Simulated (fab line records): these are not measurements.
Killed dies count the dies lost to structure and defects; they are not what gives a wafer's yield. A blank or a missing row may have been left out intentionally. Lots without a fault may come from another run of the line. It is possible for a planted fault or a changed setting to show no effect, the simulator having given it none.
A lot that was struck, set against a sound lot + flow berkeley_cmos170 + 14 out of 331 route steps
Sound: the wafers L344.3, L344.4, L344.6. Struck: wafers L342.1, L342.5, L342.6. Last of all comes the cause.
At each step with rows: each side's tool, then ch and its chambers, then its first start. Under that, the readings that differ: sound wafers + struck wafers + difference of the means + sigmas: that difference in standard deviations of wafers without a fault.
alike: same words and numbers on both sides, and readings whose means sit less than 2 such deviations apart. not compared: any withheld reading, any reading some wafer has no value for, any bound like >300 that may hide the same value, and any number with overlapping values for which the record gives no deviation.
Wherever a step has rows on one side only, a row that says differs or no value, or a row with sigmas, the two part there. Numbers that don't overlap but have no deviation are shown without sigmas and don't part them. Lack of a reading on every wafer of one side parts them only where that side has two or more wafers.

UCB170_CONTACT_THK_MEAS_02:
  sound on film_metro-02, day 10 13:49; struck on film_metro-01, day 10 13:44
  alike: CONTACT_PSG_THK
then, 3 steps without rows for these wafers: UCB170_CONTACT_HMDS_03 (prime time 60 s); UCB170_CONTACT_COAT_04 (resist thk 900 nm); UCB170_CONTACT_SOFTBAKE_05 (time 60 s).
UCB170_CONTACT_STRIP_06: strips in O2.
  sound on plasma_asher-03 ch 0,1, day 10 14:44; struck on plasma_asher-02 ch 0,1, day 10 14:17
  alike: drypump_motor_current_A, oes_product_au, strip_time_to_endpoint_s
  not compared: rf_hours_counter_h
then, 1 step without rows for these wafers: UCB170_CONTACT_CLEAN_07 (cleans in SPM, time 600 s).
UCB170_CONTACT_RTA_08: time 10 s.
  sound on rtp_anneal-01 ch 0, day 10 15:08; struck on rtp_anneal-02 ch 0, day 10 14:44
  alike: lamp_power_pct, wafer_temp_C_max
then, 5 steps without rows for these wafers: UCB170_CONTACT_COAT_09; UCB170_CONTACT_COAT_10 (resist thk 900 nm); UCB170_CONTACT_SOFTBAKE_11 (time 60 s); UCB170_CONTACT_EXPOSE_12 (exposes mask CONT, target cd 700 nm); UCB170_CONTACT_PEB_13.
UCB170_CONTACT_DEVELOP_14: develop time 45 s.
  sound on litho_track-01 ch 0, day 10 15:00; struck on litho_track-03, day 10 15:00
  no value came back on the struck wafers for chill_plate_temp_C (C), develop_time_s (s); on the sound wafers chill_plate_temp_C (C) reads 23.21 23.19 23.08
| reading                                  | sound             | struck            | difference | sigmas |
|------------------------------------------|-------------------|-------------------|------------|--------|
| model.KrF_of_CONTACT_COAT_10.thk_nm (nm) | 882.5 881.3 881.9 | 903.5 901.7 903.3 | +20.9      |        |
UCB170_CONTACT_CD_MEAS_15: target cd 700 nm.
  sound on cd_sem-02, day 10 16:22; struck on cd_sem-02, day 10 16:13
| reading    | sound             | struck | difference                    | sigmas |
|------------|-------------------|--------|-------------------------------|--------|
| cd_nm (nm) | 697.8 698.0 699.2 | - - -  | no value on the struck wafers |        |

== WHERE THEY PART ==
Last at UCB170_CONTACT_CD_MEAS_15 as far as this record goes, first at UCB170_CONTACT_DEVELOP_14.

WHY: what the simulator had put in
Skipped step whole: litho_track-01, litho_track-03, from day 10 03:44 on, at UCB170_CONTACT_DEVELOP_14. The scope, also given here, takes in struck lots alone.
